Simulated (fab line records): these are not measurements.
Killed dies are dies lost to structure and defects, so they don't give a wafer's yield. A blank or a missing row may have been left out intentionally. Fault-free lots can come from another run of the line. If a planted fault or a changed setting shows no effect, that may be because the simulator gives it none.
Split-lot trial :: flow berkeleyCmos170 :: 23 wafers read from 5 lots, route of 331 steps

== ON THE SPLIT ==
At UCB170_PLDD_COAT_01 (resist thk 900 nm), the setting resistThkNm was moved away from the recipe's 900 nm on 11 of the 23 wafers read, by -3.7% to +5.4%. The other wafers ran this setting at the recipe's value.

The reading is taken at the split's own step.

== THE READING ==
KrF_of_PLDD_COAT_01.thkNm (the simulator's own value, which no gauge read), in nm, at UCB170_PLDD_COAT_01 (resist thk 900 nm). The file gives no usual value for it. Here, 12 wafers ran the recipe; their average is 898.5 nm with a standard deviation of 2.9 nm.

wafer: L074.1
tool, chamber at the split: lithoTrack-01, 0
resistThkNm as run, nm: 881.2
against the recipe: -2.1%
KrF_of_PLDD_COAT_01.thkNm, nm: 882.3
against lot-mates on the recipe: -18.4

wafer: L074.2
tool, chamber at the split: lithoTrack-01, 0
resistThkNm as run, nm: 881.2
against the recipe: -2.1%
KrF_of_PLDD_COAT_01.thkNm, nm: 881.4
against lot-mates on the recipe: -19.3

wafer: L074.3
tool, chamber at the split: lithoTrack-01, 0
resistThkNm as run, nm: 900
against the recipe: recipe
KrF_of_PLDD_COAT_01.thkNm, nm: 900.2
against lot-mates on the recipe: -

wafer: L074.4
tool, chamber at the split: lithoTrack-01, 0
resistThkNm as run, nm: 881.2
against the recipe: -2.1%
KrF_of_PLDD_COAT_01.thkNm, nm: 882.8
against lot-mates on the recipe: -17.9

wafer: L074.6
tool, chamber at the split: lithoTrack-01, 0
resistThkNm as run, nm: 900
against the recipe: recipe
KrF_of_PLDD_COAT_01.thkNm, nm: 901.2
against lot-mates on the recipe: -

wafer: L075.1
tool, chamber at the split: lithoTrack-02, 0
resistThkNm as run, nm: 900
against the recipe: recipe
KrF_of_PLDD_COAT_01.thkNm, nm: 899.4
against lot-mates on the recipe: -

wafer: L075.2
tool, chamber at the split: lithoTrack-02, 0
resistThkNm as run, nm: 866.7
against the recipe: -3.7%
KrF_of_PLDD_COAT_01.thkNm, nm: 866.1
against lot-mates on the recipe: -33.2

wafer: L075.3
tool, chamber at the split: lithoTrack-02, 0
resistThkNm as run, nm: 866.7
against the recipe: -3.7%
KrF_of_PLDD_COAT_01.thkNm, nm: 864
against lot-mates on the recipe: -35.3

wafer: L075.4
tool, chamber at the split: lithoTrack-02, 0
resistThkNm as run, nm: 900
against the recipe: recipe
KrF_of_PLDD_COAT_01.thkNm, nm: 899.2
against lot-mates on the recipe: -

wafer: L075.5
tool, chamber at the split: lithoTrack-02, 0
resistThkNm as run, nm: 866.7
against the recipe: -3.7%
KrF_of_PLDD_COAT_01.thkNm, nm: 867.4
against lot-mates on the recipe: -31.9

wafer: L077.1
tool, chamber at the split: lithoTrack-02, 0
resistThkNm as run, nm: 872.1
against the recipe: -3.1%
KrF_of_PLDD_COAT_01.thkNm, nm: 866.5
against lot-mates on the recipe: -27.7

wafer: L077.5
tool, chamber at the split: lithoTrack-02, 0
resistThkNm as run, nm: 872.1
against the recipe: -3.1%
KrF_of_PLDD_COAT_01.thkNm, nm: 866.5
against lot-mates on the recipe: -27.7

wafer: L077.2
tool, chamber at the split: lithoTrack-02, 0
resistThkNm as run, nm: 900
against the recipe: recipe
KrF_of_PLDD_COAT_01.thkNm, nm: 893.6
against lot-mates on the recipe: -

wafer: L077.4
tool, chamber at the split: lithoTrack-02, 0
resistThkNm as run, nm: 900
against the recipe: recipe
KrF_of_PLDD_COAT_01.thkNm, nm: 893.8
against lot-mates on the recipe: -

wafer: L077.6
tool, chamber at the split: lithoTrack-02, 0
resistThkNm as run, nm: 900
against the recipe: recipe
KrF_of_PLDD_COAT_01.thkNm, nm: 895.2
against lot-mates on the recipe: -

wafer: L082.1
tool, chamber at the split: lithoTrack-02, 0
resistThkNm as run, nm: 948.8
against the recipe: +5.4%
KrF_of_PLDD_COAT_01.thkNm, nm: 950.3
against lot-mates on the recipe: +48.0

wafer: L082.2
tool, chamber at the split: lithoTrack-02, 0
resistThkNm as run, nm: 948.8
against the recipe: +5.4%
KrF_of_PLDD_COAT_01.thkNm, nm: 949.8
against lot-mates on the recipe: +47.5

wafer: L082.4
tool, chamber at the split: lithoTrack-02, 0
resistThkNm as run, nm: 900
against the recipe: recipe
KrF_of_PLDD_COAT_01.thkNm, nm: 902
against lot-mates on the recipe: -

wafer: L082.5
tool, chamber at the split: lithoTrack-02, 0
resistThkNm as run, nm: 948.8
against the recipe: +5.4%
KrF_of_PLDD_COAT_01.thkNm, nm: 952.8
against lot-mates on the recipe: +50.5

wafer: L082.6
tool, chamber at the split: lithoTrack-02, 0
resistThkNm as run, nm: 900
against the recipe: recipe
KrF_of_PLDD_COAT_01.thkNm, nm: 902.6
against lot-mates on the recipe: -

wafer: L083.1
tool, chamber at the split: lithoTrack-01, 0
resistThkNm as run, nm: 900
against the recipe: recipe
KrF_of_PLDD_COAT_01.thkNm, nm: 899.3
against lot-mates on the recipe: -

wafer: L083.2
tool, chamber at the split: lithoTrack-01, 0
resistThkNm as run, nm: 900
against the recipe: recipe
KrF_of_PLDD_COAT_01.thkNm, nm: 898.1
against lot-mates on the recipe: -

wafer: L083.5
tool, chamber at the split: lithoTrack-01, 0
resistThkNm as run, nm: 900
against the recipe: recipe
KrF_of_PLDD_COAT_01.thkNm, nm: 897.9
against lot-mates on the recipe: -

FIT RESULTS
A straight line over all 23 wafers: KrF_of_PLDD_COAT_01.thkNm changes by +9.42 nm for each +1% of resistThkNm; r = +0.99; the points scatter about the line by 2.8 nm.
The same after taking each lot's own level away (the mean of its wafers on the recipe; 23 wafers): +8.98 nm for each +1%; r = +1.00; scatter 0.87 nm.
According to that fit, moving resistThkNm by its largest amount changes the reading by 49 nm.
Across the lots, their own levels run from 894.20 to 902.30 nm, a range of 2.8 times the standard deviation given above.
Consequently the slope shifts little with the lot-to-lot level, the two slopes agreeing.
Check: with one of the wafers moved furthest among these (+5.4%) left out of the fit, the line predicts +48.9 nm for it against its lot-mates. Against them it came out at +48 nm.

== OTHER SPLITS APPLIED TO THESE WAFERS ==
Before the reading, these wafers also passed through other splits. Each is held against what the fit with the lots' levels taken away leaves over:
other split on the same wafers: UCB170_PVT_IMPLANT_07 doseCm2
wafers away from the commonest value: 9
r with KrF_of_PLDD_COAT_01.thkNm (lot level and that fit taken away): +0.12

other split on the same wafers: UCB170_GATE_CVD_04 timeS
wafers away from the commonest value: 18
r with KrF_of_PLDD_COAT_01.thkNm (lot level and that fit taken away): -0.05

other split on the same wafers: UCB170_GATE_ETCH_14 biasW
wafers away from the commonest value: 7
r with KrF_of_PLDD_COAT_01.thkNm (lot level and that fit taken away): -0.10

== THE WHOLE CHAIN: every reading that the file lists as answering this split, in the file's order ==
step: UCB170_PLDD_COAT_01
what it does: resist thk 900 nm
reading: KrF_of_PLDD_COAT_01.thkNm (the simulator's own value, which no gauge read)
change (the file's fit): +8.97 nm for each +1% of the setting
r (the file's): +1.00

step: UCB170_PLDD_STRIP_10
what it does: strips in O2
reading: stripTimeToEndpointS
change (the file's fit): withheld for each +1% of the setting
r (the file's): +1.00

== THE FILE'S OWN FIT ==
KrF_of_PLDD_COAT_01.thkNm changes by +8.97 nm for each +1% of resistThkNm, r = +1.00.
